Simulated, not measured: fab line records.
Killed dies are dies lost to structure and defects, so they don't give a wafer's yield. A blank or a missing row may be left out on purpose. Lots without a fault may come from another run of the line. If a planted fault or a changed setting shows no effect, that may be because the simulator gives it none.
fab line records    flow ritCmos
record lots=10  wafers=30  lastDay=7
route steps=202 shown ACTIVE@1 FOX2@80 GATE@83 M1@202
lots that met no fault: taken from a fault-free run of the same line
startH: start of the lot's first displayed wafer, in hours after the record's first day    waitH: time in hours since the lot's previous step    " unchanged from the row above    L1.1+2: one row covering several wafers at once    - no value, or no start was given    * or withheld: withheld    < > ~ a bound
route shown NAME@n: NAME is a module with steps in the file, n the number in the route of the first one    usual: average and standard deviation across the fault-free wafers    same: alike in all rows    chamber/n: place in a boat    sites: the reading at each site    _std_site: standard deviation across them    _edge_site: outer sites' mean less inner sites'    radiusMm: for every site, how far away it sits from the centre of the wafer    mask NAME#n: copy n    behind: the tool/chamber that last shaped the wafer    hold: why the lot went on hold/how many hours it stayed there/how the hold came to an end    device: transistor that didn't switch, given as n, p or np    end of line: the same wafers' tests at the end of the route    a step without rows: its recipe alone    killed: the dies lost at the first sort to structure and to defects; this is not the yield of the wafer    map: a wafer's dies, x killed, . not, _ none there
set.NAME: the setting the step ran with; set.NAME@STEP: the setting that earlier step ran with    model.NAME: the simulator's own value behind a step, which no gauge read
route steps across a sampled set of lots; one table per step, one row per wafer
services: a tool's chamber out of use, with start hour (startH, from the record's first day; less than 0 if before it), hours out, and reason
## steps
# step RIT_ACTIVE_BOW_MEAS_00
# recipe mode=bow
# usual INCOMING_BOW=0/6.4
lot.wafer  tool          chamber  startH  waitH  INCOMING_BOW[um]
L368.1     filmMetro-02  -        10.00   -      -8
L368.4     "             -        "       "      4
L368.6     "             -        "       "      -4
L369.1     filmMetro-02  -        15.00   -      6
L369.3     "             -        "       "      -6
L369.4     "             -        "       "      -9
L370.2     filmMetro-02  -        20.02   -      -2
L370.4     "             -        "       "      0
L370.6     "             -        "       "      4
L377.3     filmMetro-02  -        55.04   -      9
L377.4     "             -        "       "      1
L377.6     "             -        "       "      -7
L379.1     filmMetro-02  -        65.00   -      4
L379.3     "             -        "       "      5
L379.5     "             -        "       "      -2
L381.3     filmMetro-02  -        75.04   -      -3
L381.4     "             -        "       "      0
L381.5     "             -        "       "      2
L382.3     filmMetro-02  -        80.04   -      -6
L382.5     "             -        "       "      -12
L382.6     "             -        "       "      -3
L383.1     filmMetro-04  -        85.00   -      -3
L383.5     "             -        "       "      13
L383.6     "             -        "       "      -13
L386.2     filmMetro-02  -        100.02  -      -2
L386.4     "             -        "       "      -11
L386.6     "             -        "       "      9
L389.2     filmMetro-03  -        115.02  -      3
L389.3     "             -        "       "      -5
L389.4     "             -        "       "      -8
# step RIT_FOX2_THK_MEAS_91
# recipe reads=SiO2_of_FOX2_OXIDATION_00
# usual FIELD_OXIDE_LEFT_2_THK=255/8.2
lot.wafer  tool          chamber  startH  waitH  FIELD_OXIDE_LEFT_2_THK[nm]
L368.1     filmMetro-04  -        34.26   0.0    262
L368.4     "             -        "       "      255
L368.6     "             -        "       "      261
L369.1     filmMetro-03  -        39.34   0.0    260
L369.3     "             -        "       "      257
L369.4     "             -        "       "      256
L370.2     filmMetro-01  -        41.85   0.0    258
L370.4     "             -        "       "      266
L370.6     "             -        "       "      262
L377.3     filmMetro-03  -        79.96   0.0    242
L377.4     "             -        "       "      246
L377.6     "             -        "       "      240
L379.1     filmMetro-03  -        90.35   0.0    254
L379.3     "             -        "       "      247
L379.5     "             -        "       "      250
L381.3     filmMetro-01  -        99.15   0.0    256
L381.4     "             -        "       "      261
L381.5     "             -        "       "      257
L382.3     filmMetro-03  -        104.47  0.0    246
L382.5     "             -        "       "      242
L382.6     "             -        "       "      244
L383.1     filmMetro-04  -        108.26  0.0    265
L383.5     "             -        "       "      263
L383.6     "             -        "       "      256
L386.2     filmMetro-04  -        123.82  0.0    263
L386.4     "             -        "       "      262
L386.6     "             -        "       "      257
L389.2     filmMetro-03  -        137.48  0.0    257
L389.3     "             -        "       "      257
L389.4     "             -        "       "      255
# step RIT_GATE_THK_MEAS_07
# recipe reads=SiO2_of_GATE_OXIDATION_05
# usual GATE_OXIDE_THK=2.83/0.064
lot.wafer  tool          chamber  startH  waitH  GATE_OXIDE_THK[nm]
L368.1     filmMetro-01  -        36.91   0.0    2.84
L368.4     "             -        "       "      2.78
L368.6     "             -        "       "      2.81
L369.1     filmMetro-01  -        40.72   0.0    2.88
L369.3     "             -        "       "      2.93
L369.4     "             -        "       "      2.83
L370.2     filmMetro-04  -        44.46   0.0    2.84
L370.4     "             -        "       "      2.85
L370.6     "             -        "       "      2.97
L377.3     filmMetro-04  -        83.14   0.0    2.82
L377.4     "             -        "       "      2.81
L377.6     "             -        "       "      2.90
L379.1     filmMetro-01  -        91.74   0.0    2.77
L379.3     "             -        "       "      2.79
L379.5     "             -        "       "      2.86
L381.3     filmMetro-01  -        102.61  0.0    2.79
L381.4     "             -        "       "      2.73
L381.5     "             -        "       "      2.77
L382.3     filmMetro-03  -        105.85  0.0    2.81
L382.5     "             -        "       "      2.89
L382.6     "             -        "       "      2.82
L383.1     filmMetro-04  -        109.69  0.0    2.92
L383.5     "             -        "       "      2.90
L383.6     "             -        "       "      2.95
L386.2     filmMetro-01  -        125.26  0.0    2.76
L386.4     "             -        "       "      2.84
L386.6     "             -        "       "      2.83
L389.2     filmMetro-03  -        140.54  0.0    2.81
L389.3     "             -        "       "      2.68
L389.4     "             -        "       "      2.79
# step RIT_GATE_CVD_08
# recipe material=poly-Si  targetThkNm=250  tempC=610  precursor=SiH4  timeS=2220  pressureMtorr=300  sih4FlowSccm=100
# usual spikeTcSourceC=628.6/1.4  susceptorTempC=609.99/0.29  zonePowerSourcePct=11.5/1.6
lot.wafer  tool      chamber  startH  waitH  spikeTcSourceC  susceptorTempC  zonePowerSourcePct
L368.1     lpcvd-02  0        36.97   0.1    629.8           610.06          9.2
L368.4     "         0        "       "      630.4           609.73          9.4
L368.6     "         0        "       "      630.2           610.07          9.2
L369.1     lpcvd-02  0        40.78   0.1    630.5           609.69          9.3
L369.3     "         0        "       "      630.1           610.04          9.2
L369.4     "         0        "       "      631.0           610.09          9.3
L370.2     lpcvd-01  0        44.51   0.0    626.6           610.42          13.3
L370.4     "         0        "       "      628.2           610.22          13.1
L370.6     "         0        "       "      628.5           609.98          13.1
L377.3     lpcvd-01  0        83.18   0.0    627.4           609.99          13.3
L377.4     "         0        "       "      628.2           610.13          13.3
L377.6     "         0        "       "      626.0           609.64          13.2
L379.1     lpcvd-01  0        91.80   0.1    626.4           609.99          13.0
L379.3     "         0        "       "      625.9           610.17          13.1
L379.5     "         0        "       "      627.3           610.00          13.3
L381.3     lpcvd-01  1        102.65  0.0    630.8           610.24          11.4
L381.4     "         1        "       "      628.1           609.90          11.6
L381.5     "         1        "       "      628.7           610.37          11.4
L382.3     lpcvd-02  0        105.89  0.0    629.8           609.90          9.3
L382.5     "         0        "       "      630.5           609.85          9.3
L382.6     "         0        "       "      628.5           609.79          9.4
L383.1     lpcvd-01  1        109.75  0.1    628.2           609.84          11.5
L383.5     "         1        "       "      628.7           609.78          11.4
L383.6     "         1        "       "      630.4           609.83          11.6
L386.2     lpcvd-02  0        125.31  0.0    628.5           610.23          9.4
L386.4     "         0        "       "      628.7           610.04          9.4
L386.6     "         0        "       "      629.3           609.88          9.4
L389.2     lpcvd-02  0        140.59  0.0    628.4           610.37          9.4
L389.3     "         0        "       "      629.5           610.17          9.3
L389.4     "         0        "       "      628.7           609.67          9.3
# step RIT_GATE_THK_MEAS_09
# recipe reads=poly-Si_of_GATE_CVD_08
# usual GATE_POLY_THK=248.6/2.4
lot.wafer  tool          chamber  startH  waitH  GATE_POLY_THK[nm]
L368.1     filmMetro-04  -        39.39   0.0    244.4
L368.4     "             -        "       "      245.4
L368.6     "             -        "       "      243.1
L369.1     filmMetro-01  -        42.40   0.0    250.1
L369.3     "             -        "       "      247.7
L369.4     "             -        "       "      246.1
L370.2     filmMetro-03  -        46.14   0.0    247.3
L370.4     "             -        "       "      247.1
L370.6     "             -        "       "      247.6
L377.3     filmMetro-03  -        84.81   0.0    395.5
L377.4     "             -        "       "      395.6
L377.6     "             -        "       "      397.4
L379.1     filmMetro-01  -        94.22   0.0    401.2
L379.3     "             -        "       "      402.1
L379.5     "             -        "       "      402.4
L381.3     filmMetro-01  -        104.28  0.0    244.7
L381.4     "             -        "       "      245.7
L381.5     "             -        "       "      248.1
L382.3     filmMetro-03  -        108.34  0.0    252.9
L382.5     "             -        "       "      252.7
L382.6     "             -        "       "      250.3
L383.1     filmMetro-04  -        111.37  0.0    250.0
L383.5     "             -        "       "      248.9
L383.6     "             -        "       "      248.7
L386.2     filmMetro-01  -        126.93  0.0    248.5
L386.4     "             -        "       "      250.2
L386.6     "             -        "       "      249.1
L389.2     filmMetro-03  -        142.22  0.0    251.3
L389.3     "             -        "       "      249.9
L389.4     "             -        "       "      249.8
# step RIT_GATE_ETCH_19
# recipe chemistry=SF6/CHF3/O2  timeS=165  SF6_flow_sccm=30  CHF3_flow_sccm=30  O2_flow_sccm=5  target=poly-Si  pressureMtorr=40  rfW=163  targetDepthA=3125  overEtchFrac=0.25  stopOn=SiO2
# usual drypumpMotorCurrentA=6.0/0.45  oesProductAu=0.842/0.018  throttleValvePct=10.23/0.17
# same overEtchFrac=0.25
lot.wafer  tool      chamber  startH  waitH  drypumpMotorCurrentA  oesProductAu  rfHoursCounterH  throttleValvePct
L368.1     rieSi-01  2        40.88   0.1    6.3                   0.836         101              10.31
L368.4     "         1        "       "      6.5                   0.851         2                9.98
L368.6     "         1        "       "      6.5                   0.836         -                9.97
L369.1     rieSi-02  0        43.74   0.1    5.3                   0.841         47               10.06
L369.3     "         2        "       "      6.6                   0.821         28               10.51
L369.4     "         0        "       "      5.3                   0.820         -                10.04
L370.2     rieSi-01  3        47.49   0.1    5.7                   0.862         110              10.24
L370.4     "         1        "       "      6.6                   0.844         2                9.94
L370.6     "         2        "       "      6.4                   0.845         -                10.30
L377.3     rieSi-02  3        86.18   0.1    5.5                   0.976         106              10.40
L377.4     "         0        "       "      5.4                   1.000         48               10.04
L377.6     "         2        "       "      6.5                   1.008         -                10.51
L379.1     rieSi-02  2        95.56   0.1    6.6                   0.997         28               10.52
L379.3     "         1        "       "      5.8                   1.053         115              10.25
L379.5     "         2        "       "      6.6                   1.001         -                10.52
L381.3     rieSi-02  2        105.60  0.1    6.6                   0.820         28               10.52
L381.4     "         0        "       "      5.4                   0.815         48               10.05
L381.5     "         0        "       "      5.4                   0.826         -                10.04
L382.3     rieSi-01  0        109.66  0.1    6.1                   0.849         111              10.11
L382.5     "         3        "       "      5.7                   0.870         -                10.23
L382.6     "         2        "       "      6.4                   0.853         -                10.31
L383.1     rieSi-02  0        112.58  0.1    5.4                   0.835         48               10.03
L383.5     "         1        "       "      5.8                   0.860         -                10.25
L383.6     "         0        "       "      5.4                   0.824         -                10.03
L386.2     rieSi-01  3        128.42  0.1    5.6                   0.857         110              10.24
L386.4     "         0        "       "      6.1                   0.836         111              10.12
L386.6     "         2        "       "      6.4                   0.852         -                10.31
L389.2     rieSi-02  1        143.55  0.1    5.7                   0.868         116              10.25
L389.3     "         0        "       "      5.4                   0.833         48               10.05
L389.4     "         3        "       "      5.5                   0.816         106              10.41
# step RIT_M1_PROBE_99
# usual killedAtContacts=0.0/0.2  killedAtFrontEnd=6.6/2.9  killedDies=6.6/3  killedOnRim=1.7/1.4  killedOpen=3.4/2  killedShort=3.2/2
# same grossDies=264  killed_at_M0_to_M3=0  killed_at_M4_up=0  killedAtBackSide=0  killedAtOther=0
lot.wafer  tool       chamber  startH  waitH  killedAtContacts  killedAtFrontEnd  killedDies  killedOnRim  killedOpen  killedShort
L377.3     prober-01  -        107.05  0.2    0                 264               264         70           6           4
L377.4     prober-01  -        107.10  0.2    0                 264               264         70           3           3
L377.6     prober-01  -        107.20  0.2    0                 264               264         70           2           1
L379.1     prober-01  -        117.65  0.1    0                 264               264         70           5           2
L379.3     prober-01  -        117.75  0.2    0                 264               264         70           2           4
L379.5     prober-01  -        117.85  0.2    0                 264               264         70           2           6
L381.3     prober-01  -        126.05  0.2    0                 4                 4           0            3           1
L381.4     prober-01  -        126.10  0.2    0                 4                 4           0            3           1
L381.5     prober-01  -        126.15  0.2    0                 5                 5           2            3           2
L383.1     prober-01  -        132.82  0.1    0                 4                 4           1            2           2
L383.5     prober-01  -        133.02  0.2    0                 3                 3           0            1           2
L383.6     prober-01  -        133.07  0.2    0                 9                 9           3            2           7
L389.2     prober-01  -        164.54  0.1    0                 7                 7           2            3           4
L389.3     prober-01  -        164.59  0.2    0                 8                 8           0            6           2
L389.4     prober-01  -        164.64  0.2    0                 6                 6           1            4           2
# killed by level:class
L377.3 GATE:areaEtch=254 GATE:geometricParticle:open=4 GATE:geometricParticle:short=3 REOX:geometricParticle:open=1 SPACER:geometricParticle:open=1 SILICIDE:geometricParticle:short=1
L377.4 GATE:areaEtch=258 GATE:geometricParticle:open=2 GATE:geometricParticle:short=2 REOX:geometricParticle:open=1 SILICIDE:geometricParticle:short=1
L377.6 GATE:areaEtch=261 FOX2:geometricParticle:open=2 SILICIDE:geometricParticle:short=1
L379.1 GATE:areaEtch=257 GATE:geometricParticle:open=2 FOX1:geometricParticle:open=1 GATE:geometricParticle:short=1 REOX:geometricParticle:open=1 SILICIDE:geometricParticle:open=1 SILICIDE:geometricParticle:short=1
L379.3 GATE:areaEtch=258 FOX1:geometricParticle:open=2 SILICIDE:geometricParticle:short=2 GATE:geometricParticle:short=1 REOX:geometricParticle:short=1
L379.5 GATE:areaEtch=256 FOX1:geometricParticle:short=3 GATE:geometricParticle:short=3 GATE:geometricParticle:open=2
L381.3 REOX:geometricParticle:open=2 FOX1:geometricParticle:open=1 GATE:geometricParticle:short=1
L381.4 FOX1:geometricParticle:open=1 GATE:geometricParticle:short=1 REOX:geometricParticle:open=1 SILICIDE:geometricParticle:open=1
L381.5 GATE:geometricParticle:open=2 GATE:geometricParticle:short=1 SPACER:geometricParticle:open=1 SILICIDE:geometricParticle:short=1
L383.1 FOX1:geometricParticle:open=1 GATE:geometricParticle:short=1 REOX:geometricParticle:short=1 SILICIDE:geometricParticle:open=1
L383.5 GATE:geometricParticle:short=2 GATE:geometricParticle:open=1
L383.6 FOX1:geometricParticle:short=2 GATE:geometricParticle:short=2 SILICIDE:geometricParticle:short=2 GATE:geometricParticle:open=1 REOX:geometricParticle:short=1 SPACER:geometricParticle:open=1
L389.2 GATE:geometricParticle:short=3 GATE:geometricParticle:open=2 FOX1:geometricParticle:open=1 REOX:geometricParticle:short=1
L389.3 FOX1:geometricParticle:open=2 GATE:geometricParticle:short=2 GATE:geometricParticle:open=2 REOX:geometricParticle:open=2
L389.4 REOX:geometricParticle:short=2 SPACER:geometricParticle:open=2 FOX1:geometricParticle:open=1 GATE:geometricParticle:open=1
## services
tool      chamber  startH  hours  kind
rieSi-01  0        28.44   3.5    repair
rieSi-01  -        39.48   0.4    repair
rieSi-02  1        41.26   5.3    repair
## key
firstSign step=RIT_GATE_THK_MEAS_09  reading=GATE_POLY_THK  direction=up  sigmas=64  usual=248.6  struck=399.0
effect step=RIT_GATE_ETCH_19  reading=oesProductAu  direction=up  sigmas=9.2  usual=0.842  struck=1.006
effect step=RIT_M1_PROBE_99  reading=killedAtFrontEnd  direction=up  sigmas=88  usual=6.6  struck=264
moreKillsBornAt RIT_GATE_ETCH_19@rieSi-02=1544
metAt RIT_GATE_CVD_08
struckLots L377,L379
struckWafers L377.3,L377.4,L377.6,L379.1,L379.3,L379.5
laterRowsLeftOut L377.3,L377.4,L377.6,L379.1,L379.3,L379.5
testerLeftOut L377,L379
notActingAt RIT_ACTIVE_BOW_MEAS_00,RIT_FOX2_THK_MEAS_91,RIT_GATE_THK_MEAS_07
onsetBetween 44.51 83.18
fault kind=processParameterDrift  tool=lpcvd-01  chamber=0  onsetH=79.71  steps=RIT_GATE_CVD_08  channel=timeS  offset=*  shape=step  endH=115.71  actsIn=*  stated=*
# testerLeftOut: of these lots the tester's yield and bins aren't shown, on N5 and GAA mostly nor the transistor test; their killed dies are dies lost to structure and defects alone, not to doping, threshold or leakage, so they don't give the yield
# laterRowsLeftOut: the simulator's readings of these wafers behind a module that went badly wrong aren't trusted and aren't shown, but for the sort
